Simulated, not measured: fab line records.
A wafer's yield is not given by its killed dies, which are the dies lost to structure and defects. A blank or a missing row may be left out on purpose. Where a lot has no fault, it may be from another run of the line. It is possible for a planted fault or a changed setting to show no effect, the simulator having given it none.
fab line records | flow rit-cmos
record lots=7 wafers=21 last-day=8
route steps=202 shown PLDD@124 SPACER@125 NSD@131
lots that met no fault: taken from a fault-free run of the same line
start-h: hours from the record's first day to the start of the lot's first wafer shown | wait-h: hours from the lot's prior step to this one | " the same as in the row above | L1.1+2: several wafers, shown together as one row | - no value present, or no start provided | * or withheld: withheld | < > ~ a bound
route shown NAME@n: names a module that has steps shown in the file, with the first one's number in the route | usual: mean/standard deviation of fault-free wafers | same: alike in all rows | chamber/n: place in a boat | sites: each site's reading | _std_site: how widely they spread, as a standard deviation | _edge_site: mean of outer sites minus mean of inner sites | radius-mm: how far each site lies from the wafer's centre | mask NAME#n: copy n | behind: the tool/chamber that last shaped the wafer | hold: what put the lot on hold/how long, in hours/how the hold closed | device: transistor that didn't switch, given as n, p or np | end of line: the tests these same wafers got at the end of their route | a step without rows: its recipe alone | killed: at the first sort, the dies lost to defects and structure; wafer yield is something else | map: the dies of a wafer, with x for killed, . for not killed, _ for no die there
set.NAME: the setting the step ran with; set.NAME@STEP: the setting that earlier step ran with | model.NAME: the simulator's own value behind a step, which no gauge read
lots at some steps of the route; a table a step, a row a wafer
services: when a tool's chamber went out of use (start-h, in hours from the record's first day, below 0 if earlier), for how many hours, and the reason
## steps
# step RIT_PLDD_TW_MEAS_10
# usual PLDD_TW=2338/22
# columns lot.wafer tool chamber start-h wait-h PLDD_TW
L950.2 film-metro-02 - 62.61 0.1 2298
L950.4 " - " " 2304
L950.6 " - " " 2300
L955.1 film-metro-04 - 90.65 0.1 2328
L955.3 " - " " 2339
L955.5 " - " " 2336
L956.1 film-metro-04 - 91.06 0.1 2332
L956.5 " - " " 2340
L956.6 " - " " 2336
L957.1 film-metro-01 - 96.90 0.1 2358
L957.2 " - " " 2345
L957.3 " - " " 2353
L967.4 film-metro-02 - 143.18 0.1 2305
L967.5 " - " " 2300
L967.6 " - " " 2310
L970.1 film-metro-01 - 165.06 0.1 2350
L970.2 " - " " 2349
L970.3 " - " " 2363
L971.1 film-metro-04 - 173.79 0.1 2332
L971.5 " - " " 2334
L971.6 " - " " 2329
# step RIT_SPACER_CLEAN_00
# recipe chemistry=SC1 mix=3:3:50 time-s=600 temp-c=75
# step RIT_SPACER_CLEAN_01
# recipe chemistry=dHF dilution=50:1 time-s=30
# step RIT_SPACER_CLEAN_02
# recipe chemistry=SC2 mix=3:3:50 time-s=600 temp-c=75 dry=n2-spin
# step RIT_SPACER_CVD_03
# recipe material=Si3N4 target-thk-nm=250 temp-c=810 precursor=SiH2Cl2/NH3 time-s=3300 pressure-mtorr=300 sih2cl2-flow-sccm=60 nh3-flow-sccm=150
# step RIT_SPACER_THK_MEAS_04
# recipe reads=Si3N4_of_SPACER_CVD_03
# usual SPACER_NITRIDE_THK=249.6/2.6
# columns lot.wafer tool chamber start-h wait-h SPACER_NITRIDE_THK[nm]
L950.2 film-metro-03 - 64.95 0.0 250.0
L950.4 " - " " 250.8
L950.6 " - " " 250.1
L955.1 film-metro-04 - 93.03 0.0 255.1
L955.3 " - " " 251.3
L955.5 " - " " 251.6
L956.1 film-metro-03 - 93.44 0.0 253.0
L956.5 " - " " 250.4
L956.6 " - " " 252.6
L957.1 film-metro-03 - 99.28 0.0 254.6
L957.2 " - " " 256.0
L957.3 " - " " 254.1
L967.4 film-metro-01 - 145.53 0.0 250.3
L967.5 " - " " 248.9
L967.6 " - " " 251.5
L970.1 film-metro-03 - 168.71 0.0 251.3
L970.2 " - " " 249.1
L970.3 " - " " 250.4
L971.1 film-metro-03 - 176.13 0.0 247.4
L971.5 " - " " 245.0
L971.6 " - " " 245.2
# step RIT_SPACER_ETCHBACK_05
# recipe target-depth-a=2500 SF6_flow_sccm=30 CHF3_flow_sccm=30 target=Si3N4 chemistry=SF6/CHF3 pressure-mtorr=40 rf-w=250 time-s=240 stop-on=SiO2
# usual CHF3_flow_sccm=30.00/0.092 SF6_flow_sccm=30.01/0.088 drypump-motor-current-A=5.7/0.61 oes-product-au=0.840/0.012 throttle-valve-pct=10.26/0.11
# columns lot.wafer tool chamber start-h wait-h CHF3_flow_sccm SF6_flow_sccm drypump-motor-current-A oes-product-au rf-hours-counter-h throttle-valve-pct
L950.2 rie-diel-01 2 65.00 0.0 30.06 30.12 6.5 0.860 144 10.16
L950.4 " 3 " " 30.00 30.09 6.3 0.843 6 10.10
L950.6 " 0 " " 29.89 29.93 5.8 0.845 - 10.37
L955.1 rie-diel-01 3 93.09 0.1 30.08 29.95 6.3 0.852 6 10.09
L955.3 " 1 " " 30.03 30.13 6.5 0.844 16 10.16
L955.5 " 1 " " 30.03 30.03 6.5 0.838 - 10.17
L956.1 rie-diel-02 0 93.50 0.1 30.00 29.99 5.1 0.843 64 10.13
L956.5 " 3 " " 29.98 29.94 6.2 0.829 - 10.41
L956.6 " 2 " " 30.04 30.14 5.9 0.827 - 10.32
L957.1 rie-diel-03 1 99.34 0.1 29.81 30.12 5.0 0.852 46 10.36
L957.2 " 2 " " 29.98 29.94 4.7 0.841 120 10.22
L957.3 " 3 " " 30.10 30.01 6.3 0.857 7 10.20
L967.4 rie-diel-01 2 145.56 0.0 29.84 29.92 6.5 0.860 145 10.16
L967.5 " 3 " " 29.84 30.07 6.3 0.845 - 10.10
L967.6 " 2 " " 29.97 29.98 6.4 0.864 - 10.17
L970.1 rie-diel-03 0 168.77 0.1 30.07 29.96 5.1 0.848 20 10.36
L970.2 " 1 " " 29.97 30.08 5.0 0.837 48 10.34
L970.3 " 2 " " 29.90 29.91 4.7 0.831 121 10.21
L971.1 rie-diel-01 0 176.19 0.1 29.96 30.21 5.8 0.833 98 10.37
L971.5 " 3 " " 29.95 29.95 6.3 0.824 - 10.08
L971.6 " 0 " " 30.08 30.11 5.8 0.835 - 10.35
# step RIT_NSD_HMDS_00
# recipe prime-time-s=60 prime-temp-c=140
# step RIT_NSD_COAT_01
# recipe resist=NOVOLAK spin-rpm=3250 resist-thk-nm=1000
# step RIT_NSD_SOFTBAKE_02
# recipe resist=NOVOLAK temp-c=90 time-s=60
# step RIT_NSD_EXPOSE_03
# recipe mask-id=M9 na=0.57 target-cd-nm=40700 dose-mj=250
# step RIT_NSD_PEB_04
# recipe resist=NOVOLAK temp-c=withheld time-s=withheld
# step RIT_NSD_DEVELOP_05
# recipe resist=NOVOLAK develop-time-s=50 dev-temp-c=23
# usual chill-plate-temp-C=23.01/0.11 develop-time-s=50/0
# columns lot.wafer tool chamber start-h wait-h chill-plate-temp-C develop-time-s
L950.2 litho-track-04 0 65 - 22.91 50
L950.4 " 0 " " 22.87 50
L950.6 " 0 66 - 22.96 50
L955.1 litho-track-04 - 94 - - -
L955.3 " - " " - -
L955.5 " - " " - -
L956.1 litho-track-03 - 94 - - -
L956.5 " - " " - -
L956.6 " - " " - -
L957.1 litho-track-04 - 100 - - -
L957.2 " - " " - -
L957.3 " - " " - -
L967.4 litho-track-03 0 146 - 23.01 50
L967.5 " 0 " " 22.93 50
L967.6 " 0 " " 22.85 50
L970.1 litho-track-02 0 169 - 22.83 50
L970.2 " 0 " " 23.02 50
L970.3 " 0 " " 22.94 50
L971.1 litho-track-04 0 177 - 22.95 50
L971.5 " 0 " " 22.89 50
L971.6 " 0 " " 22.88 50
# step RIT_NSD_OVL_MEAS_06
# usual NSD_OVL=0.1/1.1
# columns lot.wafer tool chamber start-h wait-h NSD_OVL[nm]
L950.2 overlay-01 - 66.04 - 0.9
L950.4 " - " " 2.5
L950.6 " - " " 0.0
L955.1 overlay-02 - 94.38 - -
L955.3 " - " " -
L955.5 " - " " -
L956.1 overlay-02 - 94.63 - -
L956.5 " - " " -
L956.6 " - " " -
L957.1 overlay-01 - 100.34 - -
L957.2 " - " " -
L957.3 " - " " -
L967.4 overlay-02 - 146.57 - 0.7
L967.5 " - " " 0.1
L967.6 " - " " -0.6
L970.1 overlay-02 - 169.89 - -0.7
L970.2 " - " " 0.0
L970.3 " - " " 0.4
L971.1 overlay-01 - 177.19 - 1.6
L971.5 " - " " 0.4
L971.6 " - " " 1.8
## services
# columns tool chamber start-h hours kind
rie-diel-02 - 48.60 0.4 repair
rie-diel-02 3 97.35 7.3 repair
rie-diel-02 3 116.69 4.2 repair
rie-diel-02 2 129.56 2.0 repair
rie-diel-01 2 162.55 - clean
rie-diel-03 - 164.18 4.3 pm
## key
first-sign step=RIT_NSD_DEVELOP_05 reading=tool-record direction=missing
effect none on later readings
met-at RIT_NSD_DEVELOP_05
struck-wafers L955.1,L955.3,L955.5,L956.1,L956.5,L956.6,L957.1,L957.2,L957.3
sort-left-out L955.1,L955.3,L955.5,L956.1,L956.5,L956.6,L957.1,L957.2,L957.3
tester-left-out L955,L956,L957
onset-between 65 94
fault kind=skipped-step-whole tool=litho-track-03,litho-track-04 chamber=- onset-h=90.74 steps=RIT_NSD_DEVELOP_05 scope=struck-lots-only
# tester-left-out: of these lots the tester's yield and bins aren't shown, on N5 and GAA mostly nor the transistor test; their killed dies are dies lost to structure and defects alone, not to doping, threshold or leakage, so they don't give the yield
# sort-left-out: the simulated sort isn't trusted on such a fault, so these wafers' sort isn't shown, and their yield isn't known
